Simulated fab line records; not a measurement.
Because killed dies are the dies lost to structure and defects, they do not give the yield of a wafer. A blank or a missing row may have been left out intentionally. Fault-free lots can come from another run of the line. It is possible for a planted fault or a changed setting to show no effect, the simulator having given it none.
fab line records ; flow rit-cmos
record: lots: 5; wafers: 15; last-day: 8
route steps=202 shown CONTACT@172 M1@184
lots that met no fault: from a run of the same line without faults
start-h: the number of hours between the record's first day and the start of the first shown wafer of the lot ; wait-h: time in hours since the lot's previous step ; " as in the row above ; L1.1+2: one row covering several wafers at once ; - no value, or no start given ; * or withheld: withheld ; < > ~ a bound
route shown NAME@n: a module of which the file shows steps, and the number in the route of the first ; usual: mean and standard deviation over wafers with no fault ; same: alike in all rows ; chamber/n: place in a boat ; sites: readings site by site ; _std_site: standard deviation of those values ; _edge_site: the outer-site mean with the inner-site mean subtracted ; radius-mm: for every site, how far away it sits from the centre of the wafer ; mask NAME#n: copy n ; behind: tool/chamber where the wafer was last shaped ; hold: the reason the lot was held/the length of the hold in hours/how it ended ; device: the transistor (n, p or np) that didn't switch ; end of line: the same wafers' tests at the end of the route ; a step with no rows: only its recipe ; killed: dies that structure and defects cost at the first sort, which is not the same as the wafer's yield ; map: a wafer's dies, marking killed ones x, the rest . and places with no die _
set.NAME: the setting the step ran with; set.NAME@STEP: the setting that earlier step ran with ; model.NAME: the simulator's own value behind a step, which no gauge read
lots at selected steps of the route; one table per step, one row per wafer
services: from which hour (start-h, from the record's first day; less than 0 if before it) a tool's chamber was out of use, for how many hours, and why
== steps ==
step: RIT_CONTACT_SOFTBAKE_04
recipe: resist: NOVOLAK; temp-c: 90; time-s: 60
step: RIT_CONTACT_EXPOSE_05
recipe: mask-id: M11; na: 0.6; source-shape: conventional; sigma-outer: 0.5; target-cd-nm: 1000; dose-mj: 250
step: RIT_CONTACT_PEB_06
recipe: resist: NOVOLAK; temp-c: withheld; time-s: withheld
step: RIT_CONTACT_DEVELOP_07
recipe: resist: NOVOLAK; develop-time-s: 120; dev-temp-c: 23
step: RIT_CONTACT_CD_MEAS_08
recipe: target-cd-nm: 1000
usual: cd-nm: 999.5/2.2
lot.wafer;tool;chamber;start-h;wait-h;cd-nm
L715.2;cd-sem-01;-;68.95;-;998.7
L715.4;cd-sem-01;-;68.95;-;999.8
L715.5;cd-sem-01;-;68.95;-;999.1
L723.2;cd-sem-01;-;109.23;-;998.6
L723.4;cd-sem-01;-;109.23;-;998.3
L723.5;cd-sem-01;-;109.23;-;1000.6
L724.1;cd-sem-02;-;113.41;-;999.3
L724.4;cd-sem-02;-;113.41;-;1003.8
L724.5;cd-sem-02;-;113.41;-;1004.1
L735.3;cd-sem-02;-;173.05;-;999.5
L735.5;cd-sem-02;-;173.05;-;999.7
L735.6;cd-sem-02;-;173.05;-;1000.0
L736.3;cd-sem-02;-;176.51;-;1001.4
L736.4;cd-sem-02;-;176.51;-;999.8
L736.5;cd-sem-02;-;176.51;-;998.0
step: RIT_CONTACT_OVL_MEAS_09
usual: CONTACT_OVL: -0.2/1.5
lot.wafer;tool;chamber;start-h;wait-h;CONTACT_OVL[nm]
L715.2;overlay-01;-;69.06;0.1;-0.2
L715.4;overlay-01;-;69.06;0.1;1.1
L715.5;overlay-01;-;69.06;0.1;-0.4
L723.2;overlay-01;-;109.34;0.1;2.4
L723.4;overlay-01;-;109.34;0.1;0.7
L723.5;overlay-01;-;109.34;0.1;1.3
L724.1;overlay-02;-;113.53;0.1;1.5
L724.4;overlay-02;-;113.53;0.1;1.2
L724.5;overlay-02;-;113.53;0.1;1.6
L735.3;overlay-02;-;173.14;0.1;0.6
L735.5;overlay-02;-;173.14;0.1;1.9
L735.6;overlay-02;-;173.14;0.1;-0.3
L736.3;overlay-01;-;176.61;0.1;0.3
L736.4;overlay-01;-;176.61;0.1;-2.2
L736.5;overlay-01;-;176.61;0.1;-1.2
step: RIT_CONTACT_HARDBAKE_10
recipe: resist: NOVOLAK; temp-c: 140; time-s: 60
step: RIT_CONTACT_ETCH_11
recipe: target-depth-a: 4800; over-etch-frac: 0.2; stop-on: TiSi2; chemistry: CHF3/CF4/Ar; target: SiO2; CHF3_flow_sccm: 50; cf4-flow-sccm: 10; Ar_flow_sccm: 100; O2_flow_sccm: 5; pressure-mtorr: 100; rf-w: 200; time-s: 320
usual: drypump-motor-current-A: 6.0/0.49; mfc-ar-sccm: 100.0/0.32; oes-product-au: 0.991/0.016; throttle-valve-pct: 8.93/0.13
lot.wafer;tool;chamber;start-h;wait-h;drypump-motor-current-A;mfc-ar-sccm;oes-product-au;rf-hours-counter-h;throttle-valve-pct
L715.2;rie-diel-02;2;69.24;0.1;5.3;100.5;0.992;84;9.01
L715.4;rie-diel-02;0;69.24;0.1;5.6;99.7;0.976;81;8.88
L715.5;rie-diel-02;3;69.24;0.1;6.1;100.1;1.029;-;8.97
L723.2;rie-diel-04;1;109.52;0.1;6.7;100.1;0.977;66;8.86
L723.4;rie-diel-04;2;109.52;0.1;6.6;99.8;1.003;-;8.80
L723.5;rie-diel-04;1;109.52;0.1;6.7;100.2;0.975;-;8.88
L724.1;rie-diel-04;2;113.72;0.1;6.6;100.5;1.011;31;8.79
L724.4;rie-diel-04;1;113.72;0.1;6.7;100.1;0.980;-;8.84
L724.5;rie-diel-04;3;113.72;0.1;5.5;100.1;0.963;-;8.80
L735.3;rie-diel-02;3;173.32;0.1;6.1;99.9;1.021;107;8.97
L735.5;rie-diel-02;1;173.32;0.1;6.1;99.8;0.981;-;8.73
L735.6;rie-diel-02;0;173.32;0.1;5.6;99.6;0.987;-;8.89
L736.3;rie-diel-03;2;176.78;0.1;5.4;99.4;0.972;6;9.19
L736.4;rie-diel-03;0;176.78;0.1;6.5;100.1;0.991;-;9.05
L736.5;rie-diel-03;3;176.78;0.1;6.4;99.8;0.988;-;8.93
step: RIT_CONTACT_STRIP_12
recipe: chemistry: O2; time-s: 180; resist: NOVOLAK; platen-temp-c: withheld; power-w: 500; pressure-mtorr: 4000; o2-flow-sccm: 4000
usual: drypump-motor-current-A: 5.8/0.31
lot.wafer;tool;chamber;start-h;wait-h;drypump-motor-current-A;rf-hours-counter-h
L715.2;plasma-asher-04;1;69.44;0.1;5.6;41
L715.4;plasma-asher-04;1;69.44;0.1;5.7;-
L715.5;plasma-asher-04;1;69.44;0.1;5.6;-
L723.2;plasma-asher-03;0;109.71;0.1;6.0;33
L723.4;plasma-asher-03;0;109.71;0.1;6.0;-
L723.5;plasma-asher-03;0;109.71;0.1;6.0;-
L724.1;plasma-asher-03;0;113.91;0.1;6.0;33
L724.4;plasma-asher-03;0;113.91;0.1;6.0;-
L724.5;plasma-asher-03;1;113.91;0.1;5.3;-
L735.3;plasma-asher-04;1;173.57;0.2;5.6;-
L735.5;plasma-asher-04;1;173.57;0.2;5.6;-
L735.6;plasma-asher-04;0;173.57;0.2;5.4;-
L736.3;plasma-asher-02;1;177.03;0.2;5.9;-
L736.4;plasma-asher-02;0;177.03;0.2;6.1;-
L736.5;plasma-asher-02;0;177.03;0.2;6.2;-
step: RIT_CONTACT_CD_MEAS_90
recipe: target-cd-nm: 1000
usual: cd-nm: 999.4/2.1
lot.wafer;tool;chamber;start-h;wait-h;cd-nm
L715.2;cd-sem-01;-;69.63;0.1;998.5
L715.4;cd-sem-01;-;69.63;0.1;1000.0
L715.5;cd-sem-01;-;69.63;0.1;999.5
L723.2;cd-sem-01;-;109.91;0.1;998.3
L723.4;cd-sem-01;-;109.91;0.1;998.0
L723.5;cd-sem-01;-;109.91;0.1;999.9
L724.1;cd-sem-02;-;114.09;0.1;999.5
L724.4;cd-sem-02;-;114.09;0.1;1003.2
L724.5;cd-sem-02;-;114.09;0.1;1004.0
L735.3;cd-sem-02;-;173.75;0.1;999.4
L735.5;cd-sem-02;-;173.75;0.1;999.6
L735.6;cd-sem-02;-;173.75;0.1;999.1
L736.3;cd-sem-02;-;177.19;0.1;1001.1
L736.4;cd-sem-02;-;177.19;0.1;999.5
L736.5;cd-sem-02;-;177.19;0.1;997.7
step: RIT_CONTACT_CLEAN_13
recipe: chemistry: SC1; mix: 3:3:50; time-s: 600; temp-c: 75
step: RIT_CONTACT_CLEAN_14
recipe: chemistry: SC2; mix: 3:3:50; time-s: 600; temp-c: 75; dry: n2-spin
step: RIT_M1_SPUTTER_00
recipe: material: Al; target-thk-nm: 400; power-w: 2000; chamber-pressure-pa: 0.4; gas: Ar; time-s: 500; substrate-temp-c: 25
usual: throttle-valve-pct: 30.3/0.74
lot.wafer;tool;chamber;start-h;wait-h;throttle-valve-pct;model.Al_of_M1_SPUTTER_00.thk-nm
L715.2;pvd-sputter-02;-;70.08;0.0;31.4;399.6
L715.4;pvd-sputter-02;-;70.08;0.0;29.4;404.2
L715.5;pvd-sputter-02;-;70.08;0.0;31.5;402.8
L723.2;pvd-sputter-01;-;110.37;0.0;30.5;390.8
L723.4;pvd-sputter-01;-;110.37;0.0;29.9;393.3
L723.5;pvd-sputter-01;-;110.37;0.0;30.0;396.1
L724.1;pvd-sputter-03;-;114.59;0.0;28.9;400.3
L724.4;pvd-sputter-03;-;114.59;0.0;29.0;401.3
L724.5;pvd-sputter-03;-;114.59;0.0;31.0;401.7
L735.3;pvd-sputter-02;-;174.18;0.0;29.5;447.5
L735.5;pvd-sputter-02;-;174.18;0.0;31.4;397.9
L735.6;pvd-sputter-02;-;174.18;0.0;31.2;399.6
L736.3;pvd-sputter-03;-;177.63;0.0;28.6;398.5
L736.4;pvd-sputter-03;-;177.63;0.0;30.2;403.9
L736.5;pvd-sputter-03;-;177.63;0.0;30.8;398.1
step: RIT_M1_RS_MEAS_01
recipe: thk-meas-gauge: four-point-probe; reads: Al_of_M1_SPUTTER_00
usual: M1_AL_RS: 0.0735/0.00066
lot.wafer;tool;chamber;start-h;wait-h;hold;M1_AL_RS[ohm/sq]
L715.2;film-metro-02;-;70.39;0.2;-;0.0733
L715.4;film-metro-02;-;70.39;0.2;-;0.0725
L715.5;film-metro-02;-;70.39;0.2;-;0.0729
L723.2;film-metro-01;-;110.69;0.2;-;0.0753
L723.4;film-metro-01;-;110.69;0.2;-;0.0748
L723.5;film-metro-01;-;110.69;0.2;-;0.0742
L724.1;film-metro-03;-;114.88;0.1;-;0.0733
L724.4;film-metro-03;-;114.88;0.1;-;0.0731
L724.5;film-metro-03;-;114.88;0.1;-;0.0730
L735.3;film-metro-01;-;174.51;0.2;await-dispo/0.2h/release;0.0656
L735.5;film-metro-01;-;174.51;0.2;await-dispo/0.2h/release;0.0737
L735.6;film-metro-01;-;174.51;0.2;await-dispo/0.2h/release;0.0736
L735.3;film-metro-01;-;174.80;0.3;-;0.0656
L735.5;film-metro-01;-;174.80;0.3;-;0.0739
L735.6;film-metro-01;-;174.80;0.3;-;0.0737
L736.3;film-metro-02;-;177.97;0.2;-;0.0736
L736.4;film-metro-02;-;177.97;0.2;-;0.0725
L736.5;film-metro-02;-;177.97;0.2;-;0.0738
step: RIT_M1_THK_MEAS_02
recipe: thk-meas-gauge: xrf; reads: Al_of_M1_SPUTTER_00
usual: M1_AL_THK: 399/3.7
lot.wafer;tool;chamber;start-h;wait-h;hold;M1_AL_THK[nm]
L715.2;film-metro-02;-;70.50;0.1;-;402
L715.4;film-metro-02;-;70.50;0.1;-;406
L715.5;film-metro-02;-;70.50;0.1;-;404
L723.2;film-metro-01;-;110.80;0.1;-;393
L723.4;film-metro-01;-;110.80;0.1;-;402
L723.5;film-metro-01;-;110.80;0.1;-;402
L724.1;film-metro-03;-;115.00;0.1;-;397
L724.4;film-metro-03;-;115.00;0.1;-;397
L724.5;film-metro-03;-;115.00;0.1;-;399
L735.3;film-metro-01;-;176.72;1.9;await-dispo/0.2h/release;445
L735.5;film-metro-01;-;176.72;1.9;await-dispo/0.2h/release;396
L735.6;film-metro-01;-;176.72;1.9;await-dispo/0.2h/release;399
L735.3;film-metro-01;-;176.94;0.2;-;447
L735.5;film-metro-01;-;176.94;0.2;-;399
L735.6;film-metro-01;-;176.94;0.2;-;400
L736.3;film-metro-02;-;178.07;0.1;-;397
L736.4;film-metro-02;-;178.07;0.1;-;402
L736.5;film-metro-02;-;178.07;0.1;-;397
step: RIT_M1_COAT_04
recipe: resist: NOVOLAK; spin-rpm: 2000; resist-thk-nm: 1300
step: RIT_M1_SOFTBAKE_05
recipe: resist: NOVOLAK; temp-c: 90; time-s: 60
step: RIT_M1_EXPOSE_06
recipe: mask-id: M12; na: 0.6; source-shape: conventional; sigma-outer: 0.5; target-cd-nm: 2600; dose-mj: 250
step: RIT_M1_PEB_07
recipe: resist: NOVOLAK; temp-c: withheld; time-s: withheld
step: RIT_M1_DEVELOP_08
recipe: resist: NOVOLAK; develop-time-s: 68; dev-temp-c: 23
step: RIT_M1_CD_MEAS_09
recipe: target-cd-nm: 2600
usual: cd-nm: 2601.0/2.7
lot.wafer;tool;chamber;start-h;wait-h;cd-nm
L715.2;cd-sem-02;-;71.45;-;2600.3
L715.4;cd-sem-02;-;71.45;-;2599.7
L715.5;cd-sem-02;-;71.45;-;2600.9
L723.2;cd-sem-02;-;112.08;-;2600.5
L723.4;cd-sem-02;-;112.08;-;2600.1
L723.5;cd-sem-02;-;112.08;-;2602.6
L724.1;cd-sem-01;-;115.94;-;2596.3
L724.4;cd-sem-01;-;115.94;-;2596.7
L724.5;cd-sem-01;-;115.94;-;2594.3
L736.3;cd-sem-01;-;179.43;-;2603.2
L736.4;cd-sem-01;-;179.43;-;2602.6
L736.5;cd-sem-01;-;179.43;-;2603.9
L735.3;cd-sem-02;-;181.16;-;2593.7
L735.5;cd-sem-02;-;181.16;-;2595.0
L735.6;cd-sem-02;-;181.16;-;2595.1
step: RIT_M1_OVL_MEAS_10
usual: M1_OVL: 0.2/1.2
lot.wafer;tool;chamber;start-h;wait-h;M1_OVL[nm]
L715.2;overlay-02;-;71.56;0.1;1.0
L715.4;overlay-02;-;71.56;0.1;0.3
L715.5;overlay-02;-;71.56;0.1;1.1
L723.2;overlay-01;-;112.19;0.1;2.1
L723.4;overlay-01;-;112.19;0.1;2.0
L723.5;overlay-01;-;112.19;0.1;1.6
L724.1;overlay-01;-;116.06;0.1;0.5
L724.4;overlay-01;-;116.06;0.1;0.0
L724.5;overlay-01;-;116.06;0.1;-0.9
L736.3;overlay-02;-;179.52;0.1;0.5
L736.4;overlay-02;-;179.52;0.1;-0.3
L736.5;overlay-02;-;179.52;0.1;0.8
L735.3;overlay-01;-;181.25;0.1;0.3
L735.5;overlay-01;-;181.25;0.1;1.1
L735.6;overlay-01;-;181.25;0.1;-1.0
step: RIT_M1_HARDBAKE_11
recipe: resist: NOVOLAK; temp-c: 140; time-s: 120
step: RIT_M1_METAL_ETCH_12
recipe: stop-on: SiO2; chemistry: Cl2/BCl3; target: Al; time-s: 165; over-etch-frac: 0.5; pressure-mtorr: 100; target-depth-a: 6000; rf-w: 250; Cl2_flow_sccm: 60; bcl3-flow-sccm: 50
usual: drypump-motor-current-A: 5.9/0.47; oes-product-au: 0.774/0.011; throttle-valve-pct: 8.24/0.14
lot.wafer;tool;chamber;start-h;wait-h;drypump-motor-current-A;oes-product-au;rf-hours-counter-h;throttle-valve-pct
L715.2;rie-metal-02;0;71.84;0.2;5.3;0.772;2;8.40
L715.4;rie-metal-02;1;71.84;0.2;6.2;0.782;-;8.14
L715.5;rie-metal-02;0;71.84;0.2;5.3;0.782;-;8.40
L723.2;rie-metal-04;0;112.75;0.2;6.3;0.755;1;8.16
L723.4;rie-metal-04;0;112.75;0.2;6.3;0.755;-;8.17
L723.5;rie-metal-04;1;112.75;0.2;5.4;0.763;-;8.05
L724.1;rie-metal-02;1;116.35;0.2;6.2;0.768;3;8.13
L724.4;rie-metal-02;1;116.35;0.2;6.2;0.782;-;8.15
L724.5;rie-metal-02;0;116.35;0.2;5.3;0.781;-;8.41
L736.3;rie-metal-04;1;179.90;0.2;5.3;0.767;-;8.05
L736.4;rie-metal-04;1;179.90;0.2;5.3;0.764;-;8.05
L736.5;rie-metal-04;1;179.90;0.2;5.4;0.764;-;8.06
L735.3;rie-metal-01;0;181.58;0.2;5.9;0.837;-;8.42
L735.5;rie-metal-01;0;181.58;0.2;5.9;0.777;-;8.41
L735.6;rie-metal-01;1;181.58;0.2;6.7;0.758;-;8.31
step: RIT_M1_STRIP_13
recipe: chemistry: nmp; resist: NOVOLAK; temp-c: 80; time-s: 600; dry: n2-spin
step: RIT_M1_PROBE_99
usual: defect-limited-yield: 97.5/1.2; killed-at-front-end: 6/3.1; killed-dies: 7/3.2; killed-open: 3.1/1.9; killed-short: 3.5/2.2; sort_bin_3_pad_short: 0.2/0.24; sort_bin_5_function: 1.5/0.86; sort_bin_6_memory: 0.9/0.59; sort-n-pass: 257/3.2; sort-yield-pct: 97.5/1.2
same: gross-dies: 264; killed_at_M0_to_M3: 0; killed_at_M4_up: 0; killed-at-back-side: 0; killed-at-contacts: 0; killed-at-other: 0
lot.wafer;tool;chamber;start-h;wait-h;hold;defect-limited-yield[%];killed-at-front-end;killed-dies;killed-open;killed-short;sort_bin_3_pad_short[%];sort_bin_5_function[%];sort_bin_6_memory[%];sort-n-pass;sort-yield-pct[%]
L715.2;prober-01;-;74.14;0.1;-;98.9;3;3;1;2;0;0.8;0.4;261;98.9
L715.4;prober-01;-;74.24;0.2;-;95.8;11;11;5;6;0;2.7;1.5;253;95.8
L715.5;prober-01;-;74.29;0.2;-;98.1;5;5;1;4;0;1.9;0;259;98.1
L723.2;prober-01;-;115.29;0.1;-;98.5;4;4;2;2;0.4;0.8;0.4;260;98.5
L723.4;prober-01;-;115.39;0.2;-;97.0;8;8;3;5;0;2.3;0.8;256;97.0
L723.5;prober-01;-;115.44;0.2;-;97.3;7;7;1;6;0;1.1;1.5;257;97.3
L724.1;prober-01;-;118.81;0.1;-;96.6;9;9;3;6;0.4;1.9;1.1;255;96.6
L724.4;prober-01;-;118.96;0.2;-;98.9;3;3;1;2;0;0.4;0.8;261;98.9
L724.5;prober-01;-;119.01;0.2;-;96.6;9;9;4;5;0.4;1.5;1.5;255;96.6
L736.3;prober-02;-;182.31;0.2;-;98.1;5;5;2;3;0;0.8;1.1;259;98.1
L736.4;prober-02;-;182.36;0.2;-;95.5;12;12;5;7;0.8;2.7;1.1;252;95.5
L736.5;prober-02;-;182.41;0.2;-;98.5;4;4;1;2;0;1.5;0;260;98.5
L735.3;prober-01;-;186.07;2.1;await-dispo/1.9h/release;100.0;0;0;0;0;0;0;0;264;100.0
L735.5;prober-01;-;186.17;2.1;await-dispo/1.9h/release;97.7;6;6;0;6;0;1.1;1.1;258;97.7
L735.6;prober-01;-;186.22;2.2;await-dispo/1.9h/release;98.5;4;4;3;1;0;1.1;0.4;260;98.5
killed by level:class
L715.2 REOX:geometric-particle:short=2 REOX:geometric-particle:open=1
L715.4 FOX2:geometric-particle:short=3 FOX2:geometric-particle:open=2 GATE:geometric-particle:open=2 ACTIVE:geometric-particle:open=1 FOX1:geometric-particle:short=1 GATE:geometric-particle:short=1 REOX:geometric-particle:short=1
L715.5 REOX:geometric-particle:short=3 FOX1:geometric-particle:open=1 FOX1:geometric-particle:short=1
L723.2 FOX1:geometric-particle:open=2 FOX1:geometric-particle:short=1 SPACER:geometric-particle:short=1
L723.4 REOX:geometric-particle:short=2 SPACER:geometric-particle:open=2 GATE:geometric-particle:short=1 SPACER:geometric-particle:short=1 SILICIDE:geometric-particle:short=1 SILICIDE:geometric-particle:open=1
L723.5 FOX2:geometric-particle:short=2 GATE:geometric-particle:short=1 GATE:geometric-particle:open=1 REOX:geometric-particle:short=1 SPACER:geometric-particle:short=1 SILICIDE:geometric-particle:short=1
L724.1 GATE:geometric-particle:short=4 GATE:geometric-particle:open=3 REOX:geometric-particle:short=1 SILICIDE:geometric-particle:short=1
L724.4 GATE:geometric-particle:open=1 GATE:geometric-particle:short=1 SILICIDE:geometric-particle:short=1
L724.5 SILICIDE:geometric-particle:short=3 GATE:geometric-particle:open=2 GATE:geometric-particle:short=2 FOX1:geometric-particle:open=1 REOX:geometric-particle:open=1
L736.3 GATE:geometric-particle:open=2 GATE:geometric-particle:short=1 SPACER:geometric-particle:short=1 SILICIDE:geometric-particle:short=1
L736.4 GATE:geometric-particle:open=4 GATE:geometric-particle:short=3 FOX2:geometric-particle:short=2 FOX1:geometric-particle:short=1 REOX:geometric-particle:short=1 SPACER:geometric-particle:open=1
L736.5 SPACER:geometric-particle:short=2 SPACER:geometric-particle:open=1 NLDD:coat-microbubble-printed=1
L735.5 FOX1:geometric-particle:short=2 GATE:geometric-particle:short=2 REOX:geometric-particle:short=1 SPACER:geometric-particle:short=1
L735.6 GATE:geometric-particle:open=1 GATE:geometric-particle:short=1 REOX:geometric-particle:open=1 SILICIDE:geometric-particle:open=1
map L735.5 (x killed, . not)
________x......_______
_____.............____
____..x............___
___.................__
__......x............_
__.........x........._
_.....................
_.....................
_.....................
_.....................
__..................._
__..........x........_
___.............x...__
____...............___
_____.............____
________......._______
map L715.4 (x killed, . not)
________......._______
_____.............____
____...............___
___.................__
__.............x....._
__...x....x.........x_
_...x....x............
_x.........x..........
_.....................
_.....................
__..................._
__..........x........_
___.......x.........__
____.........x.....___
_____.............____
________......._______
== services ==
tool;chamber;start-h;hours;kind
pvd-sputter-02;-;45.92;7.7;repair
rie-diel-04;3;46.71;8.7;repair
plasma-asher-04;-;49.04;2.8;pm
pvd-sputter-01;-;53.00;2.6;repair
pvd-sputter-03;-;68.93;4.9;repair
pvd-sputter-02;-;81.01;1.1;repair
plasma-asher-04;-;85.90;2.0;repair
rie-metal-01;1;86.08;21.7;repair
rie-metal-02;1;86.76;3.3;repair
pvd-sputter-03;-;87.88;5.0;repair
plasma-asher-04;-;89.52;2.1;repair
rie-diel-02;-;92.53;0.3;repair
rie-diel-02;2;95.01;11.4;repair
rie-diel-04;0;98.92;-;clean
rie-diel-03;3;101.35;5.6;repair
rie-diel-03;0;104.54;33.8;repair
rie-diel-03;1;125.62;6.0;repair
rie-diel-03;-;131.92;1.6;repair
rie-diel-03;1;135.44;12.9;repair
rie-metal-01;-;136.12;20.0;pm
rie-diel-03;-;142.66;0.8;repair
pvd-sputter-02;-;172.59;1.0;repair
plasma-asher-03;-;173.98;4.1;repair
rie-diel-02;3;178.21;2.5;repair
== key ==
first-sign: step: RIT_M1_RS_MEAS_01; reading: visit; direction: added
effect: step: RIT_M1_RS_MEAS_01; reading: M1_AL_RS; direction: down; sigmas: 12; usual: 0.0735; struck: 0.0656
effect: step: RIT_M1_THK_MEAS_02; reading: visit; direction: added
effect: step: RIT_M1_THK_MEAS_02; reading: M1_AL_THK; direction: up; sigmas: 13; usual: 399; struck: 445
effect: step: RIT_M1_METAL_ETCH_12; reading: oes-product-au; direction: up; sigmas: 6; usual: 0.774; struck: 0.837
model-effect: step: RIT_M1_SPUTTER_00; value: Al_of_M1_SPUTTER_00.thk-nm; without: 403; struck: 447.5
met-at RIT_M1_SPUTTER_00
struck-wafers L735.3
onset-between 70.08 174.18
fault: kind: process-parameter-drift; tool: pvd-sputter-02; chamber: -; onset-h: 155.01; steps: RIT_M1_SPUTTER_00; channel: target-thk-nm; offset: 44.556; shape: step; end-h: 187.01; stated: 400; scope: struck-wafers-only
